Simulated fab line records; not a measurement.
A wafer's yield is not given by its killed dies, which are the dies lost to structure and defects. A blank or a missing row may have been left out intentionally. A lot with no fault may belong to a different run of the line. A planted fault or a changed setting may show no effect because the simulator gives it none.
fab line records	flow rit-cmos
[record] lots = 5	wafers = 15	last-day = 7
route steps=202 shown SILICIDE@161 CONTACT@168 M1@202
lots that met no fault: taken from a fault-free run of the same line
start-h: the number of hours between the record's first day and the start of the first shown wafer of the lot	wait-h: hours from the lot's prior step to this one	" repeats the value in the row above	L1.1+2: several wafers, shown together as one row	- no value, or no start was given	* or withheld: withheld	< > ~ a bound
route shown NAME@n: a module of which the file shows steps, and the number in the route of the first	usual: the fault-free wafers' mean and standard deviation	same: alike in all rows	chamber/n: place in a boat	sites: readings site by site	_std_site: the standard deviation of these	_edge_site: inner sites' mean taken away from outer sites' mean	radius-mm: for every site, how far away it sits from the centre of the wafer	mask NAME#n: copy n	behind: the last tool/chamber to shape the wafer	hold: reason for holding the lot/hours on hold/outcome of the hold	device: names the non-switching transistor (n, p or np)	end of line: at the end of the route, the tests of the same wafers	a step with no rows: only its recipe	killed: at the first sort, the dies lost to defects and structure; wafer yield is something else	map: per-die view of a wafer (x killed, . not killed, _ where there is no die)
set.NAME: the setting the step ran with; set.NAME@STEP: the setting that earlier step ran with	model.NAME: the simulator's own value behind a step, which no gauge read
certain route steps with their lots: each step a table, each wafer a row
services: when a tool's chamber went out of use (start-h, in hours from the record's first day, below 0 if earlier), for how many hours, and the reason
[[steps]]
[step RIT_SILICIDE_WET_ETCH_00]
[recipe] chemistry = BOE	target = SiO2	target-depth-nm = 14	time-s = 15	dry = n2-spin	dilution = 10:1	temp-c = 21.5
[step RIT_SILICIDE_SPUTTER_01]
[recipe] material = Ti	target-thk-nm = 30	power-w = 350	chamber-pressure-pa = 0.667	gas = Ar	time-s = 231.8	substrate-temp-c = 25
[usual] substrate-temp-c = 25.00/0.11	throttle-valve-pct = 29.4/0.59
lot.wafer	tool	chamber	start-h	wait-h	substrate-temp-c	throttle-valve-pct
L503.2	pvd-sputter-02	-	75.07	0.0	25.16	29.9
L503.4	"	-	"	"	25.18	29.1
L503.6	"	-	"	"	25.22	30.0
L504.1	pvd-sputter-03	-	80.41	0.0	24.84	29.6
L504.3	"	-	"	"	25.07	29.0
L504.4	"	-	"	"	24.80	29.1
L507.1	pvd-sputter-02	-	96.26	0.0	24.95	29.1
L507.2	"	-	"	"	24.88	28.3
L507.4	"	-	"	"	25.10	29.6
L516.2	pvd-sputter-03	-	139.99	0.0	25.02	28.9
L516.3	"	-	"	"	24.94	29.5
L516.4	"	-	"	"	25.12	29.5
L519.3	pvd-sputter-02	-	155.01	0.0	25.06	28.7
L519.4	"	-	"	"	24.97	29.4
L519.5	"	-	"	"	25.08	30.0
[step RIT_SILICIDE_RS_MEAS_02]
[recipe] thk-meas-gauge = four-point-probe	reads = Ti_of_SILICIDE_SPUTTER_01
[usual] SILICIDE_TI_RS = 50.6/0.52
lot.wafer	tool	chamber	start-h	wait-h	SILICIDE_TI_RS[ohm/sq]
L503.2	film-metro-04	-	75.24	0.1	50.9
L503.4	"	-	"	"	50.3
L503.6	"	-	"	"	50.9
L504.1	film-metro-01	-	80.56	0.1	50.0
L504.3	"	-	"	"	50.3
L504.4	"	-	"	"	51.0
L507.1	film-metro-04	-	96.41	0.1	51.5
L507.2	"	-	"	"	52.0
L507.4	"	-	"	"	51.5
L516.2	film-metro-01	-	140.16	0.1	50.3
L516.3	"	-	"	"	49.6
L516.4	"	-	"	"	50.2
L519.3	film-metro-04	-	155.20	0.1	50.1
L519.4	"	-	"	"	49.2
L519.5	"	-	"	"	50.0
[step RIT_SILICIDE_THK_MEAS_03]
[recipe] thk-meas-gauge = xrf	reads = Ti_of_SILICIDE_SPUTTER_01
[usual] SILICIDE_TI_THK = 28.88/0.25
lot.wafer	tool	chamber	start-h	wait-h	SILICIDE_TI_THK[nm]
L503.2	film-metro-04	-	75.35	0.1	28.79
L503.4	"	-	"	"	29.03
L503.6	"	-	"	"	28.79
L504.1	film-metro-01	-	80.68	0.1	28.95
L504.3	"	-	"	"	28.78
L504.4	"	-	"	"	28.74
L507.1	film-metro-04	-	96.53	0.1	28.31
L507.2	"	-	"	"	28.34
L507.4	"	-	"	"	28.47
L516.2	film-metro-01	-	140.27	0.1	28.94
L516.3	"	-	"	"	29.30
L516.4	"	-	"	"	28.93
L519.3	film-metro-04	-	155.30	0.1	28.89
L519.4	"	-	"	"	29.15
L519.5	"	-	"	"	28.85
[step RIT_SILICIDE_RTA_04]
[recipe] temp-c = 650	time-s = 10	idle-temp-c = 25	ramp-up-s = 5	ramp-down-s = 5	cool-to-c = 25	ambient = N2
[usual] anneal-temp-c-max = 653.1/1.4	chamber-o2-ppm = 2.007/0.018	wafer_temp_C_max = 652.9/0.62
lot.wafer	tool	chamber	start-h	wait-h	anneal-temp-c-max	chamber-o2-ppm	wafer_temp_C_max
L503.2	rtp-anneal-01	0	75.41	0.1	651.9	1.988	652.4
L503.4	"	0	"	"	652.6	1.990	653.1
L503.6	"	0	"	"	651.6	2.036	652.4
L504.1	rtp-anneal-02	0	80.74	0.1	653.9	2.016	652.9
L504.3	"	0	"	"	653.6	1.990	653.1
L504.4	"	0	"	"	655.4	2.002	652.6
L507.1	rtp-anneal-01	0	96.59	0.1	653.1	1.995	651.8
L507.2	"	0	"	"	652.2	2.002	651.7
L507.4	"	0	"	"	651.8	2.002	652.4
L516.2	rtp-anneal-02	0	140.33	0.1	653.8	1.998	653.0
L516.3	"	0	"	"	654.6	1.991	652.9
L516.4	"	0	"	"	655.0	2.015	654.6
L519.3	rtp-anneal-01	0	155.36	0.1	650.9	2.002	652.5
L519.4	"	0	"	"	652.0	1.994	652.3
L519.5	"	0	"	"	651.9	1.978	653.2
[step RIT_SILICIDE_WET_ETCH_05]
[recipe] chemistry = SPM	target = Ti	temp-c = 90	time-s = 120	dry = n2-spin
[step RIT_SILICIDE_RTA_06]
[recipe] temp-c = 750	time-s = 10	idle-temp-c = 25	ramp-up-s = 5	ramp-down-s = 10	cool-to-c = 25	ambient = N2
[usual] anneal-temp-c-max = 753.5/1.6	chamber-o2-ppm = 1.995/0.021	wafer_temp_C_max = 753.2/0.69
lot.wafer	tool	chamber	start-h	wait-h	anneal-temp-c-max	chamber-o2-ppm	wafer_temp_C_max
L503.2	rtp-anneal-02	0	75.52	0.0	755.5	1.957	753.3
L503.4	"	0	"	"	754.8	1.965	753.5
L503.6	"	0	"	"	753.9	1.973	753.8
L504.1	rtp-anneal-01	0	80.85	0.0	752.0	2.000	752.9
L504.3	"	0	"	"	752.1	1.990	753.1
L504.4	"	0	"	"	752.0	1.982	752.7
L507.1	rtp-anneal-02	0	96.70	0.0	754.4	2.010	753.2
L507.2	"	0	"	"	756.2	1.999	753.8
L507.4	"	0	"	"	755.8	2.009	753.5
L516.2	rtp-anneal-01	0	140.44	0.0	752.1	2.034	753.2
L516.3	"	0	"	"	752.1	1.995	754.1
L516.4	"	0	"	"	752.2	2.020	752.4
L519.3	rtp-anneal-02	0	155.47	0.0	754.5	1.974	752.8
L519.4	"	0	"	"	753.9	1.980	753.9
L519.5	"	0	"	"	755.0	1.972	753.3
[step RIT_CONTACT_CVD_00]
[recipe] material = SiO2	target-thk-nm = 400	precursor = TEOS	temp-c = 390	time-s = 61	rf-w = 413.5
[usual] heater-power-w = 305/57
lot.wafer	tool	chamber	start-h	wait-h	heater-power-w	since-wet-clean-h
L503.2	pecvd-03	1	75.58	0.0	286	1021
L503.4	"	1	"	"	292	-
L503.6	"	0	"	"	453	-
L504.1	pecvd-02	1	80.92	0.1	319	636
L504.3	"	0	"	"	309	636
L504.4	"	0	"	"	314	-
L507.1	pecvd-02	1	96.77	0.1	368	652
L507.2	"	2	"	"	237	652
L507.4	"	2	"	"	252	-
L516.2	pecvd-02	2	140.50	0.0	234	696
L516.3	"	0	"	"	240	696
L516.4	"	1	"	"	366	-
L519.3	pecvd-02	0	155.52	0.0	299	711
L519.4	"	2	"	"	273	-
L519.5	"	0	"	"	310	-
[step RIT_CONTACT_THK_MEAS_01]
[recipe] reads = SiO2_of_CONTACT_CVD_00
[usual] CONTACT_TEOS_THK = 404/4.8
lot.wafer	tool	chamber	start-h	wait-h	CONTACT_TEOS_THK[nm]
L503.2	film-metro-02	-	75.64	0.0	402
L503.4	"	-	"	"	414
L503.6	"	-	"	"	409
L504.1	film-metro-04	-	80.97	0.0	400
L504.3	"	-	"	"	395
L504.4	"	-	"	"	403
L507.1	film-metro-03	-	96.82	0.0	402
L507.2	"	-	"	"	400
L507.4	"	-	"	"	404
L516.2	film-metro-04	-	140.56	0.0	400
L516.3	"	-	"	"	396
L516.4	"	-	"	"	408
L519.3	film-metro-02	-	155.59	0.0	395
L519.4	"	-	"	"	408
L519.5	"	-	"	"	407
[step RIT_CONTACT_HMDS_02]
[recipe] prime-time-s = 60	prime-temp-c = 140
[step RIT_CONTACT_COAT_03]
[recipe] resist = NOVOLAK	spin-rpm = 3250	resist-thk-nm = 1000
[step RIT_CONTACT_SOFTBAKE_04]
[recipe] resist = NOVOLAK	temp-c = 90	time-s = 60
[step RIT_CONTACT_EXPOSE_05]
[recipe] mask-id = M11	na = 0.6	source-shape = conventional	sigma-outer = 0.5	target-cd-nm = 1000	dose-mj = 250
lot.wafer	tool	chamber	start-h	wait-h	mask
L503.2+4+6	iline-stepper-01	0	76.19	0.1	M11#0
L504.1+3+4	iline-stepper-02	0	81.60	0.2	M11_R1#0
L507.1+2+4	iline-stepper-02	0	97.33	0.1	M11#0
L516.2+3+4	iline-stepper-02	0	141.08	0.1	M11#0
L519.3+4+5	iline-stepper-01	0	156.12	0.1	M11#0
[step RIT_CONTACT_PEB_06]
[recipe] resist = NOVOLAK	temp-c = withheld	time-s = withheld
[step RIT_CONTACT_DEVELOP_07]
[recipe] resist = NOVOLAK	develop-time-s = 120	dev-temp-c = 23
[step RIT_CONTACT_CD_MEAS_08]
[recipe] target-cd-nm = 1000
[usual] cd-nm = 999.4/2.4
lot.wafer	tool	chamber	start-h	wait-h	cd-nm
L503.2	cd-sem-01	-	76.71	-	1002.4
L503.4	"	-	"	"	1002.8
L503.6	"	-	"	"	1002.6
L504.1	cd-sem-01	-	82.14	-	1150.5
L504.3	"	-	"	"	1150.7
L504.4	"	-	"	"	1150.3
L507.1	cd-sem-01	-	97.85	-	995.0
L507.2	"	-	"	"	995.2
L507.4	"	-	"	"	995.7
L516.2	cd-sem-02	-	141.60	-	998.1
L516.3	"	-	"	"	998.4
L516.4	"	-	"	"	999.7
L519.3	cd-sem-02	-	156.63	-	999.9
L519.4	"	-	"	"	996.6
L519.5	"	-	"	"	999.2
[step RIT_CONTACT_OVL_MEAS_09]
[usual] CONTACT_OVL = -1.6/1.3
lot.wafer	tool	chamber	start-h	wait-h	CONTACT_OVL[nm]
L503.2	overlay-01	-	76.82	0.1	-1.5
L503.4	"	-	"	"	-1.3
L503.6	"	-	"	"	-2.1
L504.1	overlay-02	-	82.26	0.1	-0.9
L504.3	"	-	"	"	-1.6
L504.4	"	-	"	"	-1.9
L507.1	overlay-01	-	97.97	0.1	-1.9
L507.2	"	-	"	"	-2.0
L507.4	"	-	"	"	-1.7
L516.2	overlay-01	-	141.70	0.1	-2.7
L516.3	"	-	"	"	-1.4
L516.4	"	-	"	"	-3.3
L519.3	overlay-02	-	156.73	0.1	-2.2
L519.4	"	-	"	"	-1.5
L519.5	"	-	"	"	-0.3
[step RIT_CONTACT_HARDBAKE_10]
[recipe] resist = NOVOLAK	temp-c = 140	time-s = 60
[step RIT_CONTACT_ETCH_11]
[recipe] target-depth-a = 4800	over-etch-frac = 0.2	stop-on = TiSi2	chemistry = CHF3/CF4/Ar	target = SiO2	CHF3_flow_sccm = 50	cf4-flow-sccm = 10	Ar_flow_sccm = 100	O2_flow_sccm = 5	pressure-mtorr = 100	rf-w = 200	time-s = 320
[usual] CHF3_flow_sccm = 50.00/0.16	drypump-motor-current-A = 5.6/0.44	oes-product-au = 0.994/0.018	throttle-valve-pct = 8.91/0.13
lot.wafer	tool	chamber	start-h	wait-h	CHF3_flow_sccm	drypump-motor-current-A	oes-product-au	rf-hours-counter-h	throttle-valve-pct	model.CONTACT.cd-nm
L503.2	rie-diel-01	3	77.00	0.1	49.81	4.8	0.975	25	9.00	1002
L503.4	"	2	"	"	49.94	5.6	1.014	136	8.94	1003
L503.6	"	1	"	"	50.06	6.6	1.000	-	8.90	1002
L504.1	rie-diel-03	1	82.45	0.1	49.65	5.5	1.014	89	8.80	1151
L504.3	"	2	"	"	50.22	6.0	1.008	9	9.04	1151
L504.4	"	0	"	"	50.00	5.5	0.968	1	8.81	1151
L507.1	rie-diel-03	3	98.15	0.1	49.83	5.6	0.986	79	8.96	995.2
L507.2	"	0	"	"	50.07	5.5	0.970	2	8.81	996.1
L507.4	"	1	"	"	49.80	5.5	1.020	89	8.79	995.3
L516.2	rie-diel-03	2	141.88	0.1	50.20	6.0	1.003	10	9.04	998.4
L516.3	"	1	"	"	49.78	5.5	1.014	90	8.78	998.2
L516.4	"	0	"	"	50.02	5.5	0.976	3	8.81	1000
L519.3	rie-diel-02	1	156.90	0.1	49.90	5.8	0.972	119	9.09	1000
L519.4	"	3	"	"	50.27	5.8	0.967	-	8.63	996.8
L519.5	"	1	"	"	49.87	5.8	0.976	-	9.07	999.6
[step RIT_CONTACT_STRIP_12]
[recipe] chemistry = O2	time-s = 180	resist = NOVOLAK	platen-temp-c = withheld	power-w = 500	pressure-mtorr = 4000	o2-flow-sccm = 4000
[usual] drypump-motor-current-A = 5.7/0.42
lot.wafer	tool	chamber	start-h	wait-h	drypump-motor-current-A	rf-hours-counter-h
L503.2	plasma-asher-04	0	77.19	0.1	6.3	46
L503.4	"	1	"	"	4.8	-
L503.6	"	1	"	"	4.8	-
L504.1	plasma-asher-01	0	82.64	0.1	5.9	46
L504.3	"	1	"	"	6.1	-
L504.4	"	0	"	"	5.9	-
L507.1	plasma-asher-03	1	98.35	0.1	5.4	40
L507.2	"	0	"	"	5.4	40
L507.4	"	0	"	"	5.4	-
L516.2	plasma-asher-01	0	142.08	0.1	6.0	52
L516.3	"	0	"	"	6.0	-
L516.4	"	1	"	"	6.1	-
L519.3	plasma-asher-03	1	157.15	0.2	5.4	-
L519.4	"	0	"	"	5.4	-
L519.5	"	0	"	"	5.4	-
[step RIT_M1_PROBE_99]
lot.wafer	tool	chamber	start-h	wait-h	model.etest.contact-to-gate.bv-right-v	model.etest.contact-to-gate.bv-left-v	model.etest.contact-nplus.rc-ohm	model.etest.contact-ppoly.rc-ohm	model.etest.contact-npoly.rc-ohm	model.etest.contact-pplus.rc-ohm
L503.2	prober-01	-	82.01	0.1	87.04	87.36	1.389	1.413	1.435	1.44
L503.4	prober-01	-	82.11	0.2	88.51	88.39	1.414	1.434	1.406	1.43
L503.6	prober-01	-	82.21	0.2	86.45	92.06	1.457	1.435	1.432	1.44
L504.1	prober-02	-	88.35	0.1	50.14	53.33	1.341	1.391	1.402	1.392
L504.3	prober-02	-	88.45	0.2	53.88	52.99	1.428	1.376	1.377	1.345
L504.4	prober-02	-	88.50	0.2	51.85	53.52	1.411	1.389	1.346	1.34
L507.1	prober-01	-	103.67	0.1	89.49	91.55	1.442	1.43	1.38	1.437
L507.2	prober-01	-	103.72	0.1	92.45	90.36	1.411	1.473	1.445	1.43
L507.4	prober-01	-	103.82	0.2	93.48	91.93	1.446	1.406	1.46	1.45
L516.2	prober-02	-	148.72	0.1	92.56	91.05	1.501	1.425	1.42	1.427
L516.3	prober-02	-	148.77	0.2	91.21	91.86	1.413	1.395	1.45	1.477
L516.4	prober-02	-	148.82	0.2	89.86	90.56	1.405	1.378	1.39	1.442
L519.3	prober-01	-	162.50	0.2	87.48	88.97	1.421	1.398	1.367	1.443
L519.4	prober-01	-	162.55	0.2	91.98	92.03	1.411	1.395	1.456	1.437
L519.5	prober-01	-	162.60	0.2	90.04	93.48	1.452	1.396	1.399	1.428
// killed by level:class
L503.2 FOX1:geometric-particle:short=2 REOX:geometric-particle:short=2 FOX1:geometric-particle:open=1
L503.4 FOX1:geometric-particle:short=3 FOX1:geometric-particle:open=3 GATE:geometric-particle:short=1 REOX:geometric-particle:open=1
L503.6 FOX1:geometric-particle:short=2 FOX1:geometric-particle:open=1 REOX:geometric-particle:open=1 FOX2:geometric-particle:open=1 REOX:geometric-particle:short=1 SPACER:geometric-particle:open=1
L507.1 REOX:geometric-particle:short=1 REOX:geometric-particle:open=1 SPACER:geometric-particle:open=1
L507.2 SPACER:geometric-particle:short=2 GATE:geometric-particle:open=1 SILICIDE:geometric-particle:short=1
L507.4 REOX:geometric-particle:short=4 REOX:geometric-particle:open=2 FOX1:geometric-particle:short=1 GATE:geometric-particle:short=1 SPACER:geometric-particle:short=1 CONTACT:geometric-particle:open=1
L516.2 REOX:geometric-particle:open=3 GATE:geometric-particle:open=2 SPACER:geometric-particle:short=2 SILICIDE:geometric-particle:open=2 GATE:geometric-particle:short=1 REOX:geometric-particle:short=1
L516.3 GATE:geometric-particle:short=3 GATE:geometric-particle:open=2 SPACER:geometric-particle:open=2 SILICIDE:geometric-particle:open=2 FOX1:geometric-particle:short=1
L516.4 GATE:geometric-particle:short=7 REOX:geometric-particle:open=3 GATE:geometric-particle:open=2 REOX:geometric-particle:short=2 SPACER:geometric-particle:short=1 SILICIDE:geometric-particle:short=1
L519.3 GATE:geometric-particle:open=2 GATE:geometric-particle:short=2 SPACER:geometric-particle:short=2 SILICIDE:geometric-particle:short=2 FOX1:geometric-particle:short=1 FOX1:geometric-particle:open=1 FOX2:geometric-particle:open=1 REOX:geometric-particle:short=1
L519.4 GATE:geometric-particle:open=4 GATE:geometric-particle:short=4 SPACER:geometric-particle:open=2
L519.5 GATE:geometric-particle:short=3 SILICIDE:geometric-particle:open=2 GATE:geometric-particle:open=1 SPACER:geometric-particle:short=1
[[services]]
tool	chamber	start-h	hours	kind
rie-diel-03	2	56.03	2.7	repair
plasma-asher-01	-	60.14	2.8	pm
pvd-sputter-02	-	70.21	3.2	repair
plasma-asher-03	-	79.26	1.9	repair
rie-diel-03	0	84.88	4.8	repair
pecvd-03	2	96.48	7.6	repair
iline-stepper-01	0	101.34	-	calibration
rie-diel-01	-	104.43	27.2	repair
plasma-asher-03	-	108.75	9.0	pm
plasma-asher-03	0	108.75	9.0	vent-cycle
plasma-asher-03	1	108.75	9.0	vent-cycle
pecvd-02	-	117.14	1.2	repair
plasma-asher-03	0	117.75	-	clean
plasma-asher-03	1	117.75	-	clean
pecvd-03	-	124.83	1.0	repair
plasma-asher-03	-	133.45	1.9	repair
rtp-anneal-01	-	142.21	6.5	pm
rie-diel-02	0	144.20	-	clean
rie-diel-02	0	144.20	13.0	scheduled-down
iline-stepper-01	-	144.69	2.1	pm
rie-diel-01	0	145.67	4.8	repair
rie-diel-03	0	146.75	5.9	repair
iline-stepper-01	-	146.78	-	consumable-replace:lamp
rie-diel-01	1	151.97	3.9	repair
[[key]]
[first-sign] step = RIT_CONTACT_EXPOSE_05	reading = mask	direction = changed
[effect] step = RIT_CONTACT_CD_MEAS_08	reading = cd-nm	direction = up	sigmas = 64	usual = 999.4	struck = 1150.5
[model-effect] step = RIT_CONTACT_ETCH_11	value = CONTACT.cd-nm	without = 1001	struck = 1151
[model-effect] step = RIT_M1_PROBE_99	value = etest.contact-to-gate.bv-right-v	without = 89.46	struck = 51.96
met-at RIT_CONTACT_EXPOSE_05
struck-wafers L504.1,L504.3,L504.4
sort-left-out L504.1,L504.3,L504.4
tester-left-out L504
[fault] kind = wrong-mask	tool = any	chamber = -	onset-h = 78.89	steps = RIT_CONTACT_EXPOSE_05	aux-copy = M11_R1#0	cd-offset-nm = 150	scope = struck-lots-only
// tester-left-out: of these lots the tester's yield and bins aren't shown, on N5 and GAA mostly nor the transistor test; their killed dies are dies lost to structure and defects alone, not to doping, threshold or leakage, so they don't give the yield
// sort-left-out: the simulated sort isn't trusted on such a fault, so these wafers' sort isn't shown, and their yield isn't known
